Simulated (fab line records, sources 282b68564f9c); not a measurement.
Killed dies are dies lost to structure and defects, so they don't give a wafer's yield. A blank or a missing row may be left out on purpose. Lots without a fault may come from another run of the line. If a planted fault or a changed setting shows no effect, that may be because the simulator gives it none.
A struck lot beside a sound one :: flow rit cmos :: 33 steps out of a route of 202
Sound: the wafers L454.1, L454.3, L454.5. Struck: wafers L471.2, L471.5, L471.6. Last of all comes the cause.
Each step with rows lists, per side, the tool, then ch with its chambers, then its first start. Under that, the readings that differ: sound wafers :: struck wafers :: difference of the means :: sigmas: that difference in standard deviations of wafers without a fault.
alike: words and numbers the same on both sides, and readings whose means are apart by under 2 such deviations; not compared: readings that were withheld, readings missing a value for some wafer, numbers with overlapping values and no deviation given by the record, and bounds like >300 which may hide the same value.
A row with sigmas, a row that says differs or no value, or rows on one side alone: a step with any of these is where the two part. Numbers that have no deviation but don't overlap get no sigmas and don't part them. Lack of a reading on every wafer of one side parts them only where that side has two or more wafers.

first, 1 step without rows for these wafers: RIT_GATE_HARDBAKE_18 (time 60 s).
RIT_GATE_ETCH_19: etches poly-Si in SF6/CHF3/O2, stops on SiO2, time 165 s, target depth 312.5 nm.
  sound on rie si-02 ch 1,2, day 2 15:02; struck on rie si-01 ch 1,2,3, day 6 08:26
  alike: drypump motor current A, he backside leak sccm, oes product au, throttle valve pct
  not compared: rf hours counter h
RIT_GATE_STRIP_20: strips in O2, time 180 s.
  sound on plasma asher-03 ch 0, day 2 15:09; struck on plasma asher-04 ch 0,1, day 6 08:32
reading: rf refl power W (W)
sound: 3.4 3.6 3.7
struck: 9.3 9.2 6.1
difference: +4.6
sigmas: +2
  alike: drypump motor current A
  not compared: rf hours counter h
RIT_GATE_CD_MEAS_90 targets a cd of 150 nm.
  sound on cd sem-01 at day 2 15:19; struck on cd sem-02 at day 6 08:44
reading: cd nm (nm)
sound: 147.5 145.1 146.3
struck: 153.1 155.4 151.7
difference: +7.1
sigmas: +3
then, 4 steps without rows for these wafers: RIT_REOX_CLEAN_00 (cleans in SC1, time 600 s); RIT_REOX_CLEAN_01 (cleans in dHF, time 30 s); RIT_REOX_CLEAN_02 (cleans in SC2, time 600 s); RIT_REOX_OXIDATION_03 (target thk 25.2 nm, ox time 5580 s).
RIT_REOX_THK_MEAS_04:
  sound on film metro-04 at day 2 18:34; struck on film metro-04 at day 6 12:12
  alike: REOX_OXIDE_THK
then, 3 steps without rows for these wafers: RIT_NLDD_HMDS_00 (prime time 60 s); RIT_NLDD_COAT_01 (resist thk 1000 nm); RIT_NLDD_SOFTBAKE_02 (time 60 s).
RIT_NLDD_EXPOSE_03: exposes mask M7, target cd 40700 nm.
  sound on iline stepper-01 ch 0, day 2 19:13; struck on iline stepper-02 ch 0, day 6 12:50
reading: mask
sound: M7#0 M7#0 M7#0
struck: M8#0 M8#0 M8#0
difference: differs
sigmas: 
then, 2 steps without rows for these wafers: RIT_NLDD_PEB_04; RIT_NLDD_DEVELOP_05 (develop time 50 s).
RIT_NLDD_OVL_MEAS_06:
  sound on overlay-01 at day 2 19:37; struck on overlay-01 at day 6 13:14
reading: NLDD_OVL (nm)
sound: -1.1 1.3 0.6
struck: - - -
difference: no value on the struck wafers
sigmas: 
then, 2 steps without rows for these wafers: RIT_NLDD_HARDBAKE_07 (time 60 s); RIT_NLDD_IMPLANT_08.
RIT_NLDD_STRIP_09: strips in O2, time 180 s.
  sound on plasma asher-01 ch 0,1, day 2 19:56; struck on plasma asher-01 ch 0,1, day 6 13:34
  alike: drypump motor current A, rf refl power W
  not compared: rf hours counter h
RIT_NLDD_TW_MEAS_10:
  sound on film metro-01 at day 2 20:07; struck on film metro-02 at day 6 13:44
reading: NLDD_TW
sound: 2512 2489 2498
struck: 30 30 30
difference: -2470
sigmas: -99 or more
then, 6 steps without rows for these wafers: RIT_PLDD_HMDS_00 (prime time 60 s); RIT_PLDD_COAT_01 (resist thk 1000 nm); RIT_PLDD_SOFTBAKE_02 (time 60 s); RIT_PLDD_EXPOSE_03 (exposes mask M8, target cd 40900 nm); RIT_PLDD_PEB_04; RIT_PLDD_DEVELOP_05 (develop time 50 s).
RIT_PLDD_OVL_MEAS_06:
  sound on overlay-01 at day 2 21:09; struck on overlay-02 at day 6 14:39
  alike: PLDD_OVL
then, 2 steps without rows for these wafers: RIT_PLDD_HARDBAKE_07 (time 60 s); RIT_PLDD_IMPLANT_08.
RIT_PLDD_STRIP_09: strips in O2, time 180 s.
  sound on plasma asher-02 ch 0,1, day 2 21:29; struck on plasma asher-04 ch 0,1, day 6 14:59
  alike: drypump motor current A, rf refl power W
  not compared: rf hours counter h
RIT_PLDD_TW_MEAS_10:
  sound on film metro-03 at day 2 21:40; struck on film metro-03 at day 6 15:10
reading: PLDD_TW
sound: 2305 2322 2326
struck: 2844 2834 2837
difference: +521
sigmas: +27
then, 1 step without rows for these wafers: RIT_SPACER_CLEAN_00 (cleans in SC1, time 600 s).
RIT_M1_PROBE_99:
  the record has rows for the sound wafers here (prober-01, day 3 11:02) and none for the struck ones

## WHERE THEY PART
At RIT_GATE_STRIP_20 first; at RIT_M1_PROBE_99 last (within this record only).

WHY: the cause the simulator had injected
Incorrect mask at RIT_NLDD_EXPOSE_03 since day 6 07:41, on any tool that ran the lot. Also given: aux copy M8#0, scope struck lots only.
